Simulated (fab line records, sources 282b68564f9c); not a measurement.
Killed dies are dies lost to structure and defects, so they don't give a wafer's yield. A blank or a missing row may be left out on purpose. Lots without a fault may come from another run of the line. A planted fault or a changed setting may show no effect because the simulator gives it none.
fab line records | flow rit_cmos
record lots=5 wafers=15 last_day=7
route steps=202 shown SILICIDE@161 CONTACT@168 M1@202
lots that met no fault: from a run of the same line without faults
start_h: hours from the record's first day to the start of the lot's first wafer shown | wait_h: hours since the lot's step before | " the same as in the row above | L1.1+2: a row that stands for several wafers | - no value, or no start given | * or withheld: withheld | < > ~ a bound
route shown NAME@n: a module of which the file shows steps, and the number in the route of the first | usual: mean/standard deviation of fault-free wafers | same: alike in all rows | chamber/n: place in a boat | sites: the reading at each site | _std_site: their standard deviation | _edge_site: outer sites' mean less inner sites' | radius_mm: how far each site lies from the wafer's centre | mask NAME#n: copy n | behind: the tool/chamber that last shaped the wafer | hold: why the lot was held/for how many hours/how that ended | device: the transistor (n, p or np) that didn't switch | end of line: the same wafers' tests at the end of the route | a step without rows: its recipe alone | killed: dies lost to structure and defects at the first sort, not the wafer's yield | map: a wafer's dies, x killed, . not, _ none there
set.NAME: the setting as run; set.NAME@STEP: as run at that earlier step | model.NAME: the simulator's own value behind a step, which no gauge read
lots at some steps of the route; a table a step, a row a wafer
services: from which hour (start_h, from the record's first day; less than 0 if before it) a tool's chamber was out of use, for how many hours, and why
## steps
# step RIT_SILICIDE_WET_ETCH_00
# recipe chemistry=BOE target=SiO2 target_depth_nm=14 time_s=15 dry=n2_spin dilution=10:1 temp_c=21.5
# step RIT_SILICIDE_SPUTTER_01
# recipe material=Ti target_thk_nm=30 power_w=350 chamber_pressure_pa=0.6952 gas=Ar time_s=240 substrate_temp_c=25
# usual throttle_valve_pct=30.2/1.3
# columns lot.wafer tool chamber start_h wait_h throttle_valve_pct
L304.2 pvd_sputter-01 - 77.09 0.0 32.6
L304.3 " - " " 31.4
L304.5 " - " " 28.2
L307.1 pvd_sputter-02 - 88.56 0.0 32.6
L307.2 " - " " 30.8
L307.3 " - " " 30.4
L317.1 pvd_sputter-03 - 141.32 0.0 29.8
L317.2 " - " " 28.4
L317.5 " - " " 29.9
L319.1 pvd_sputter-01 - 148.59 0.0 28.0
L319.2 " - " " 28.8
L319.4 " - " " 32.7
L321.2 pvd_sputter-03 - 161.33 0.0 30.0
L321.3 " - " " 28.8
L321.6 " - " " 28.6
# step RIT_SILICIDE_RS_MEAS_02
# recipe thk_meas_gauge=four-point-probe reads=Ti_of_SILICIDE_SPUTTER_01
# usual SILICIDE_TI_RS=52.4/0.86
# columns lot.wafer tool chamber start_h wait_h SILICIDE_TI_RS[ohm/sq]
L304.2 film_metro-03 - 77.26 0.1 52.6
L304.3 " - " " 52.8
L304.5 " - " " 53.9
L307.1 film_metro-03 - 88.71 0.1 52.1
L307.2 " - " " 52.0
L307.3 " - " " 50.9
L317.1 film_metro-03 - 141.47 0.1 52.6
L317.2 " - " " 52.2
L317.5 " - " " 52.6
L319.1 film_metro-01 - 148.74 0.1 53.9
L319.2 " - " " 52.3
L319.4 " - " " 52.7
L321.2 film_metro-01 - 161.50 0.1 51.8
L321.3 " - " " 51.7
L321.6 " - " " 51.5
# step RIT_SILICIDE_THK_MEAS_03
# recipe thk_meas_gauge=xrf reads=Ti_of_SILICIDE_SPUTTER_01
# usual SILICIDE_TI_THK=29.8/0.4
# columns lot.wafer tool chamber start_h wait_h SILICIDE_TI_THK[nm]
L304.2 film_metro-03 - 77.37 0.1 29.7
L304.3 " - " " 29.7
L304.5 " - " " 29.2
L307.1 film_metro-03 - 88.83 0.1 29.9
L307.2 " - " " 30.2
L307.3 " - " " 30.5
L317.1 film_metro-03 - 141.59 0.1 29.4
L317.2 " - " " 29.9
L317.5 " - " " 29.7
L319.1 film_metro-01 - 148.86 0.1 29.2
L319.2 " - " " 30.0
L319.4 " - " " 29.8
L321.2 film_metro-01 - 161.61 0.1 30.1
L321.3 " - " " 30.2
L321.6 " - " " 30.4
# step RIT_SILICIDE_RTA_04
# recipe temp_c=650 time_s=10 idle_temp_c=25 ramp_up_s=5 ramp_down_s=5 cool_to_c=25 ambient=N2
# usual anneal_temp_c_max=653.3/1.1 wafer_temp_C_max=654.1/1.1
# columns lot.wafer tool chamber start_h wait_h anneal_temp_c_max wafer_temp_C_max
L304.2 rtp_anneal-02 0 77.43 0.1 652.9 654.9
L304.3 " 0 " " 654.0 655.4
L304.5 " 0 " " 653.6 653.9
L307.1 rtp_anneal-01 0 88.89 0.1 652.0 653.4
L307.2 " 0 " " 652.4 653.0
L307.3 " 0 " " 652.0 653.6
L317.1 rtp_anneal-01 0 141.65 0.1 652.0 652.7
L317.2 " 0 " " 651.5 653.6
L317.5 " 0 " " 651.7 654.7
L319.1 rtp_anneal-01 0 148.92 0.1 653.1 654.6
L319.2 " 0 " " 652.8 654.8
L319.4 " 0 " " 653.3 653.8
L321.2 rtp_anneal-01 0 161.67 0.1 652.6 654.3
L321.3 " 0 " " 653.0 652.4
L321.6 " 0 " " 652.1 653.3
# step RIT_SILICIDE_WET_ETCH_05
# recipe chemistry=SPM target=Ti temp_c=90 time_s=120 dry=n2_spin
# step RIT_SILICIDE_RTA_06
# recipe temp_c=750 time_s=10 idle_temp_c=25 ramp_up_s=5 ramp_down_s=10 cool_to_c=25 ambient=N2
# usual anneal_temp_c_max=753.6/1.2 wafer_temp_C_max=754.7/1.4
# columns lot.wafer tool chamber start_h wait_h anneal_temp_c_max wafer_temp_C_max
L304.2 rtp_anneal-01 0 77.55 0.0 753.3 752.3
L304.3 " 0 " " 752.7 752.5
L304.5 " 0 " " 752.6 754.1
L307.1 rtp_anneal-02 0 89.00 0.0 753.5 753.6
L307.2 " 0 " " 754.7 754.9
L307.3 " 0 " " 754.5 755.3
L317.1 rtp_anneal-02 0 141.76 0.0 754.0 755.3
L317.2 " 0 " " 755.0 754.2
L317.5 " 0 " " 753.9 754.3
L319.1 rtp_anneal-02 0 149.03 0.0 755.1 756.0
L319.2 " 0 " " 754.5 756.0
L319.4 " 0 " " 755.1 756.0
L321.2 rtp_anneal-02 0 161.77 0.0 754.8 755.8
L321.3 " 0 " " 753.9 756.7
L321.6 " 0 " " 753.8 757.2
# step RIT_CONTACT_CVD_00
# recipe material=SiO2 target_thk_nm=400 precursor=TEOS temp_c=390 time_s=61 rf_w=400
# usual heater_power_w=315/47
# columns lot.wafer tool chamber start_h wait_h heater_power_w
L304.2 pecvd-02 0 77.60 0.0 307
L304.3 " 2 " " 433
L304.5 " 2 " " 319
L307.1 pecvd-02 1 89.06 0.1 297
L307.2 " 2 " " 388
L307.3 " 2 " " 396
L317.1 pecvd-01 0 141.90 0.1 327
L317.2 " 2 " " 357
L317.5 " 2 " " 362
L319.1 pecvd-02 1 149.16 0.1 230
L319.2 " 2 " " 384
L319.4 " 0 " " 302
L321.2 pecvd-03 0 161.83 0.0 238
L321.3 " 1 " " 307
L321.6 " 0 " " 257
# step RIT_CONTACT_THK_MEAS_01
# recipe reads=SiO2_of_CONTACT_CVD_00
# usual CONTACT_TEOS_THK=400/5.1
# columns lot.wafer tool chamber start_h wait_h CONTACT_TEOS_THK[nm]
L304.2 film_metro-01 - 77.66 0.0 398
L304.3 " - " " 398
L304.5 " - " " 402
L307.1 film_metro-03 - 89.14 0.1 392
L307.2 " - " " 397
L307.3 " - " " 399
L317.1 film_metro-03 - 141.95 0.0 398
L317.2 " - " " 398
L317.5 " - " " 404
L319.1 film_metro-01 - 149.22 0.0 390
L319.2 " - " " 397
L319.4 " - " " 401
L321.2 film_metro-02 - 161.89 0.0 393
L321.3 " - " " 397
L321.6 " - " " 401
# step RIT_CONTACT_HMDS_02
# recipe prime_time_s=60 prime_temp_c=140
# step RIT_CONTACT_COAT_03
# recipe resist=NOVOLAK spin_rpm=3250 resist_thk_nm=1000
# step RIT_CONTACT_SOFTBAKE_04
# recipe resist=NOVOLAK temp_c=90 time_s=60
# step RIT_CONTACT_EXPOSE_05
# recipe mask_id=M11 na=0.6 source_shape=conventional sigma_outer=0.5 target_cd_nm=1000 dose_mj=250
# usual focus_offset_nm=0.1/0.53
# columns lot.wafer tool chamber start_h wait_h mask focus_offset_nm
L304.2 iline_stepper-02 0 78.31 0.2 M11#0 0.1
L304.3 " 0 " " M11#0 -0.2
L304.5 " 0 " " M11#0 0.9
L307.1 iline_stepper-02 0 89.65 0.1 M11#0 0.5
L307.2 " 0 " " M11#0 1.1
L307.3 " 0 " " M11#0 0.2
L317.1 iline_stepper-02 0 142.46 0.1 M11_R1#0 -0.2
L317.2 " 0 " " M11_R1#0 -0.1
L317.5 " 0 " " M11_R1#0 0.0
L319.1 iline_stepper-01 0 149.73 0.1 M11#0 0.3
L319.2 " 0 " " M11#0 -0.9
L319.4 " 0 " " M11#0 -0.5
L321.2 iline_stepper-01 0 162.41 0.1 M11#0 -0.8
L321.3 " 0 " " M11#0 -0.1
L321.6 " 0 " " M11#0 0.2
# step RIT_CONTACT_PEB_06
# recipe resist=NOVOLAK temp_c=withheld time_s=withheld
# step RIT_CONTACT_DEVELOP_07
# recipe resist=NOVOLAK develop_time_s=120 dev_temp_c=23
# step RIT_CONTACT_CD_MEAS_08
# recipe target_cd_nm=1000
# usual cd_nm=999.8/2.3
# columns lot.wafer tool chamber start_h wait_h cd_nm
L304.2 cd_sem-02 - 79.06 - 1003.5
L304.3 " - " " 1004.2
L304.5 " - " " 1002.5
L307.1 cd_sem-01 - 90.17 - 999.2
L307.2 " - " " 1001.3
L307.3 " - " " 998.3
L317.1 cd_sem-01 - 142.97 - 1150.6
L317.2 " - " " 1150.5
L317.5 " - " " 1152.4
L319.1 cd_sem-01 - 150.24 - 994.7
L319.2 " - " " 995.7
L319.4 " - " " 995.5
L321.2 cd_sem-01 - 162.93 - 998.9
L321.3 " - " " 998.7
L321.6 " - " " 998.1
# step RIT_CONTACT_OVL_MEAS_09
# usual CONTACT_OVL=-0.7/1.5
# columns lot.wafer tool chamber start_h wait_h CONTACT_OVL[nm]
L304.2 overlay-02 - 79.20 0.1 -0.9
L304.3 " - " " 0.4
L304.5 " - " " -0.4
L307.1 overlay-02 - 90.29 0.1 -3.0
L307.2 " - " " -3.8
L307.3 " - " " -1.2
L317.1 overlay-01 - 143.09 0.1 1.9
L317.2 " - " " 1.4
L317.5 " - " " 1.6
L319.1 overlay-01 - 150.36 0.1 -1.2
L319.2 " - " " -0.5
L319.4 " - " " -1.4
L321.2 overlay-01 - 163.03 0.1 -0.6
L321.3 " - " " 1.0
L321.6 " - " " 0.9
# step RIT_CONTACT_HARDBAKE_10
# recipe resist=NOVOLAK temp_c=140 time_s=60
# step RIT_CONTACT_ETCH_11
# recipe target_depth_a=4800 over_etch_frac=0.2 stop_on=TiSi2 chemistry=CHF3/CF4/Ar target=SiO2 CHF3_flow_sccm=50 cf4_flow_sccm=10 Ar_flow_sccm=100 O2_flow_sccm=5 pressure_mtorr=100 rf_w=200 time_s=326.9
# usual O2_flow_sccm=5.002/0.015 cf4_flow_sccm=9.998/0.029 drypump_motor_current_A=5.9/0.37 oes_product_au=0.990/0.014 throttle_valve_pct=8.83/0.13
# same over_etch_frac=0.2
# columns lot.wafer tool chamber start_h wait_h O2_flow_sccm cf4_flow_sccm drypump_motor_current_A oes_product_au rf_hours_counter_h throttle_valve_pct model.CONTACT.cd_nm
L304.2 rie_diel-03 1 79.38 0.1 5.012 9.989 6.3 0.996 115 8.91 1004
L304.3 " 2 " " 4.987 9.991 5.4 0.993 1 8.94 1004
L304.5 " 0 " " 5.019 10.029 5.7 1.010 - 9.04 1003
L307.1 rie_diel-03 3 90.47 0.1 4.991 10.051 6.3 0.966 69 8.77 999.8
L307.2 " 2 " " 5.005 10.011 5.4 0.993 1 8.95 1001
L307.3 " 0 " " 5.013 10.001 5.6 1.006 8 9.04 998.5
L317.1 rie_diel-03 3 143.28 0.1 5.007 10.060 6.3 0.970 70 8.76 1151
L317.2 " 2 " " 4.997 10.005 5.4 0.990 2 8.95 1151
L317.5 " 3 " " 4.992 9.995 6.3 0.975 - 8.78 1152
L319.1 rie_diel-01 0 150.55 0.1 4.970 10.043 6.1 1.010 146 8.86 994.4
L319.2 " 1 " " 5.000 9.968 6.0 0.992 20 8.69 995.3
L319.4 " 3 " " 4.986 10.038 5.6 0.979 4 8.59 996.2
L321.2 rie_diel-03 3 163.21 0.1 4.986 9.996 6.3 0.972 70 8.76 999.2
L321.3 " 0 " " 4.995 10.010 5.6 1.003 10 9.05 999
L321.6 " 3 " " 4.999 9.987 6.4 0.958 - 8.77 998.1
# step RIT_CONTACT_STRIP_12
# recipe chemistry=O2 time_s=180 resist=NOVOLAK platen_temp_c=withheld power_w=500 pressure_mtorr=4000 o2_flow_sccm=4000
# usual drypump_motor_current_A=5.55/0.22
# columns lot.wafer tool chamber start_h wait_h drypump_motor_current_A rf_hours_counter_h
L304.2 plasma_asher-03 0 79.57 0.1 5.54 43
L304.3 " 0 " " 5.56 -
L304.5 " 1 " " 5.14 -
L307.1 plasma_asher-04 0 90.67 0.1 5.51 28
L307.2 " 1 " " 5.75 28
L307.3 " 0 " " 5.54 -
L317.1 plasma_asher-02 0 143.47 0.1 5.50 52
L317.2 " 1 " " 5.81 52
L317.5 " 0 " " 5.51 -
L319.1 plasma_asher-04 0 150.74 0.1 5.55 35
L319.2 " 1 " " 5.74 35
L319.4 " 1 " " 5.72 -
L321.2 plasma_asher-03 0 163.41 0.1 5.52 4
L321.3 " 0 " " 5.54 -
L321.6 " 0 " " 5.52 -
# step RIT_M1_PROBE_99
# usual defect_limited_yield=97.4/1.2 killed_at_front_end=7/3 killed_dies=7/3.1 killed_open=3.4/2.1 killed_short=3.4/2 sort_bin_3_pad_short=0.1/0.23 sort_bin_5_function=1.5/0.76 sort_bin_6_memory=1.0/0.74 sort_n_pass=257/3.1 sort_yield_pct=97.4/1.2
# same gross_dies=264 killed_at_M0_to_M3=0 killed_at_M4_up=0 killed_at_back_side=0 killed_at_contacts=0 killed_at_other=0
# columns lot.wafer tool chamber start_h wait_h defect_limited_yield[%] killed_at_front_end killed_dies killed_open killed_short sort_bin_3_pad_short[%] sort_bin_5_function[%] sort_bin_6_memory[%] sort_n_pass sort_yield_pct[%]
L307.1 prober-02 - 95.61 0.1 98.5 4 4 1 3 0 0.8 0.8 260 98.5
L307.2 prober-02 - 95.66 0.1 94.7 14 14 7 7 0 3.0 2.3 250 94.7
L307.3 prober-02 - 95.71 0.2 97.3 7 7 3 4 0.4 1.5 0.8 257 97.3
# killed by level:class
L307.1 FOX1:geometric_particle:short=2 REOX:geometric_particle:open=1 SPACER:geometric_particle:short=1
L307.2 FOX1:geometric_particle:short=3 SPACER:geometric_particle:open=3 FOX2:geometric_particle:short=2 REOX:geometric_particle:open=2 FOX1:geometric_particle:open=1 GATE:geometric_particle:open=1 GATE:geometric_particle:short=1 REOX:geometric_particle:short=1
L307.3 FOX1:geometric_particle:open=2 SPACER:geometric_particle:short=2 FOX2:geometric_particle:short=1 GATE:geometric_particle:short=1 SPACER:geometric_particle:open=1
## services
# columns tool chamber start_h hours kind
iline_stepper-02 0 55.42 - calibration
pvd_sputter-03 - 55.94 2.4 repair
plasma_asher-04 - 66.03 15.6 pm
pecvd-03 1 72.79 4.3 repair
rie_diel-01 0 76.20 3.1 repair
pecvd-02 0 78.35 14.1 repair
rie_diel-03 3 78.41 6.2 repair
pvd_sputter-01 - 78.45 3.6 repair
pvd_sputter-01 - 85.88 3.1 repair
iline_stepper-01 - 96.02 1.7 pm
iline_stepper-01 0 105.76 - calibration
pecvd-03 2 108.00 6.5 repair
plasma_asher-03 - 108.75 9.0 pm
plasma_asher-03 0 108.75 9.0 vent_cycle
pecvd-01 2 108.80 2.6 repair
rie_diel-01 3 126.93 15.4 repair
plasma_asher-02 - 128.20 0.5 repair
pvd_sputter-03 - 131.63 5.5 repair
pvd_sputter-02 - 133.18 21.3 repair
plasma_asher-03 - 138.30 0.8 repair
plasma_asher-03 - 142.61 4.9 repair
plasma_asher-02 - 154.47 3.4 repair
rie_diel-03 2 160.83 3.5 repair
pecvd-02 1 161.91 4.2 repair
## key
first_sign step=RIT_CONTACT_EXPOSE_05 reading=mask direction=changed
effect step=RIT_CONTACT_CD_MEAS_08 reading=cd_nm direction=up sigmas=67 usual=999.8 struck=1151.1
model_effect step=RIT_CONTACT_ETCH_11 value=CONTACT.cd_nm without=1001 struck=1151
met_at RIT_CONTACT_EXPOSE_05
struck_wafers L317.1,L317.2,L317.5
rows_end L317.1,L317.2,L317.5
onset_between 89.65 142.46
fault kind=wrong_mask tool=any chamber=- onset_h=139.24 steps=RIT_CONTACT_EXPOSE_05 aux_copy=M11_R1#0 cd_offset_nm=150 scope=struck_lots_only
# rows_end: these wafers met a further fault down the route, and their rows from its step on are left out
